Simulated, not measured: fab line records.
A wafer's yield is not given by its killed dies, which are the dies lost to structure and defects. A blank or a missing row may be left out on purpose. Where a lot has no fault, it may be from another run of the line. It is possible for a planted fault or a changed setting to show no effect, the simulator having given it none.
Which tool is to blame? :: flow rit cmos :: 45 wafers from 15 lots sampled at 2 of the route's 202 steps

## WHAT EACH GAUGE READ, for each wafer
No reading from a measuring or inspecting step in the record can be judged against a usual standard deviation.

## WHICH TOOL RAN EACH LOT (tool, then ch and the chambers of the sampled wafers, then the start)
lot: L892
RIT_ACTIVE_HARDBAKE_12: litho track-04 ch 0, day 1 15:00
RIT_M1_PROBE_99: -

lot: L893
RIT_ACTIVE_HARDBAKE_12: litho track-03 ch 0, day 1 19:34
RIT_M1_PROBE_99: -

lot: L894
RIT_ACTIVE_HARDBAKE_12: litho track-04 ch 0, day 2 00:43
RIT_M1_PROBE_99: -

lot: L895
RIT_ACTIVE_HARDBAKE_12: litho track-02 ch 0, day 2 05:46
RIT_M1_PROBE_99: -

lot: L896
RIT_ACTIVE_HARDBAKE_12: litho track-02 ch 0, day 2 10:47
RIT_M1_PROBE_99: -

lot: L897
RIT_ACTIVE_HARDBAKE_12: litho track-03 ch 0, day 2 15:34
RIT_M1_PROBE_99: -

lot: L898
RIT_ACTIVE_HARDBAKE_12: litho track-02 ch 0, day 2 20:35
RIT_M1_PROBE_99: -

lot: L899
RIT_ACTIVE_HARDBAKE_12: litho track-02 ch 0, day 3 01:47
RIT_M1_PROBE_99: -

lot: L900
RIT_ACTIVE_HARDBAKE_12: litho track-03 ch 0, day 3 06:41
RIT_M1_PROBE_99: -

lot: L901
RIT_ACTIVE_HARDBAKE_12: litho track-02 ch 0, day 3 13:45
RIT_M1_PROBE_99: -

lot: L909
RIT_ACTIVE_HARDBAKE_12: litho track-03 ch 0, day 5 03:50
RIT_M1_PROBE_99: -

lot: L910
RIT_ACTIVE_HARDBAKE_12: litho track-03 ch 0, day 5 08:41
RIT_M1_PROBE_99: -

lot: L911
RIT_ACTIVE_HARDBAKE_12: litho track-02 ch 0, day 5 13:34
RIT_M1_PROBE_99: -

lot: L914
RIT_ACTIVE_HARDBAKE_12: litho track-03 ch 0, day 6 04:43
RIT_M1_PROBE_99: prober-02, day 8 05:04

lot: L915
RIT_ACTIVE_HARDBAKE_12: litho track-02 ch 0, day 6 09:38
RIT_M1_PROBE_99: -
- RIT_ACTIVE_HARDBAKE_12: time 60 s.
- RIT_M1_PROBE_99

## WHAT THE TOOLS THEMSELVES READ (means of the sampled wafers that have a number; where no wafer has one, the mark that the record gives instead)
RIT_ACTIVE_HARDBAKE_12. Usual: chill plate temp C 23.01 C, standard deviation 0.11; heater power total W 62.54 W, standard deviation 0.05; plate temp C 140.02 C, standard deviation 0.15.
lot: L892
tool: litho track-04
chill plate temp C (C): 23.03
heater power total W (W): 62.53
plate temp C (C): 140.09
flag: 

lot: L893
tool: litho track-03
chill plate temp C (C): 22.90
heater power total W (W): 62.59
plate temp C (C): 140.10
flag: 

lot: L894
tool: litho track-04
chill plate temp C (C): 23.01
heater power total W (W): 62.47
plate temp C (C): 139.87
flag: 

lot: L895
tool: litho track-02
chill plate temp C (C): 22.95
heater power total W (W): 62.57
plate temp C (C): 140.04
flag: 

lot: L896
tool: litho track-02
chill plate temp C (C): 23.02
heater power total W (W): 62.57
plate temp C (C): 140.27
flag: 

lot: L897
tool: litho track-03
chill plate temp C (C): 23.16
heater power total W (W): 62.51
plate temp C (C): 139.97
flag: 

lot: L898
tool: litho track-02
chill plate temp C (C): 23.07
heater power total W (W): 62.54
plate temp C (C): 139.84
flag: 

lot: L899
tool: litho track-02
chill plate temp C (C): 23.13
heater power total W (W): 62.53
plate temp C (C): 139.89
flag: 

lot: L900
tool: litho track-03
chill plate temp C (C): 22.92
heater power total W (W): 62.57
plate temp C (C): 140.07
flag: 

lot: L901
tool: litho track-02
chill plate temp C (C): 23.06
heater power total W (W): 62.54
plate temp C (C): 140.13
flag: 

lot: L909
tool: litho track-03
chill plate temp C (C): 22.99
heater power total W (W): 61.66
plate temp C (C): 138.36
flag: OFF

lot: L910
tool: litho track-03
chill plate temp C (C): 23.12
heater power total W (W): 61.62
plate temp C (C): 138.37
flag: OFF

lot: L911
tool: litho track-02
chill plate temp C (C): 22.93
heater power total W (W): 62.52
plate temp C (C): 140.17
flag: 

lot: L914
tool: litho track-03
chill plate temp C (C): 22.98
heater power total W (W): 61.62
plate temp C (C): 138.42
flag: OFF

lot: L915
tool: litho track-02
chill plate temp C (C): 23.02
heater power total W (W): 62.54
plate temp C (C): 140.18
flag: 

RIT_M1_PROBE_99. Usual: killed_at_M0_to_M3 0.0, standard deviation 0.083; killed at contacts 0.0, standard deviation 0.2; killed at front end 7, standard deviation 3.1; killed dies 7, standard deviation 3.1; killed open 3.5, standard deviation 1.9; killed short 3.6, standard deviation 2.1.
lot: L914
tool: prober-02
killed_at_M0_to_M3: 0.0
killed at contacts: 0.0
killed at front end: 5
killed dies: 5
killed open: 2.0
killed short: 3.0
flag: 

## THE ANSWER, worked out from the rows above alone
Rule: a lot counts as off when the mean over its wafers that have a number is more than 3 standard deviations away from the usual mean. Also off: a lot with no number at a reading for which 4 or more lots have one. All remaining lots with rows at the step are treated as sound. After the gauges, taken in route order, come the tools' own readings; for these a lot's mean is taken, as printed above. The first step at which some lot is off is used, and at that step the reading that is off furthest; a lot without a number counts as furthest.
Off, at RIT_ACTIVE_HARDBAKE_12 on heater power total W: L909, L910, L914.
A tool fits if, at that step or a process step before it, it ran every lot that is off, and no sound lot after the first of them. One fits: litho track-03 at RIT_ACTIVE_HARDBAKE_12. A fault onset in the window from L900 (day 3 06:41, its last sound lot) to L909 (day 5 03:50, its first lot off) fits.
The tool's own readings at RIT_ACTIVE_HARDBAKE_12 bear it out: on the lots that are off they differ by more than 5 times the standard deviation of the sound lots' means. heater power total W reads 61.63 W there against 62.54 W on the sound lots; plate temp C reads 138.38 C there against 140.05 C on the sound lots.

## WHAT THE SIMULATOR HAD INSERTED
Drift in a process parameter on litho track-03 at RIT_ACTIVE_HARDBAKE_12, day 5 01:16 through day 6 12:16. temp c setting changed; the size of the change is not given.
Lots struck among those shown: L909, L910, L914. The rule above found the same.
